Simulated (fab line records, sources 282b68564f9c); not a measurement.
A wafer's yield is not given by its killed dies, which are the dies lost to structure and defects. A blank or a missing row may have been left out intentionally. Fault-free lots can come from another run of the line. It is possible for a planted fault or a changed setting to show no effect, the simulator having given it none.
2 desks looking at one fault -- flow rit_cmos -- only its own numbers are on each desk; what lay behind them is given at the end

## FOR THE TOOL OWNER'S DESK: plasma_asher-04
The tool's own readings at RIT_GATE_STRIP_20 (strips in O2, time 180 s): means of the sampled wafers that have a number, for each lot that ran on this tool. If a lot's mean is further than 4 standard deviations from the usual mean, the lot is out of limits and carries the mark OUT (the distance appears in the brackets).
Columns: A = drypump_motor_current_A at RIT_GATE_STRIP_20, usual 5.9 A; B = o2_flow_sccm at RIT_GATE_STRIP_20, usual 4000 sccm
lot,first seen here,A,B
L917,day 4 00:30,6.2,3735 (-20) OUT
L920,day 4 14:55,6.3,3731 (-21) OUT
L921,day 4 19:47,6.0,3485 (-40) OUT
L933,day 7 09:06,6.0,3988
Finding of this desk: L917, L920, L921 out of limits; the first was L917 at day 4 00:30, on o2_flow_sccm at RIT_GATE_STRIP_20. Within limits: L933.

## METROLOGY DESK
What the gauges read for every lot (on any tool): the sampled wafers with a number, averaged. If a lot's mean is further than 4 standard deviations from the usual mean, the lot is out of limits and carries the mark OUT (the distance appears in the brackets).
Columns: A = GATE_POLY_THK at RIT_GATE_THK_MEAS_09, usual 251.1 nm; B = cd_nm at RIT_GATE_CD_MEAS_16, usual 150.3 nm; C = GATE_OVL at RIT_GATE_OVL_MEAS_17, usual -0.7 nm; D = cd_nm at RIT_GATE_CD_MEAS_90, usual 150.2 nm
lot,first seen here,A,B,C,D
L910,day 2 11:11,249.3,151.5,-0.7,151.5
L917,day 3 23:04,249.3,150.2,-1.2,150.0
L920,day 4 13:34,248.8,157.1,-1.0,157.1
L921,day 4 18:28,253.3,153.8,-1.1,153.7
L922,day 5 03:19,247.8,149.7,-2.4,150.1
L926,day 5 20:44,250.1,150.0,-0.7,149.9
L933,day 7 07:23,248.4,147.1,-1.3,146.9
This desk's verdict: no lot among the 7 shows anything out of limits.

## BROUGHT TOGETHER
An alarm could have come from the tool owner's desk at day 4 00:30, on L917, L920, L921.
From the metrology desk's view, nothing was out of limits.
The metrology desk has L917, L920, L921 on record, within its limits.
On plasma_asher-04, each named lot ran RIT_GATE_STRIP_20.

## WHAT THE SIMULATOR HAD INSERTED
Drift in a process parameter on plasma_asher-04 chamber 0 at RIT_GATE_STRIP_20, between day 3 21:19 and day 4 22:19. The setting o2_flow_sccm was moved by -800, starting from 4000. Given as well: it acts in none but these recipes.
Lots struck among those shown: L917, L920, L921.
Hours from the fault's start to each desk's first reading out of limits: the tool owner's desk, 3.
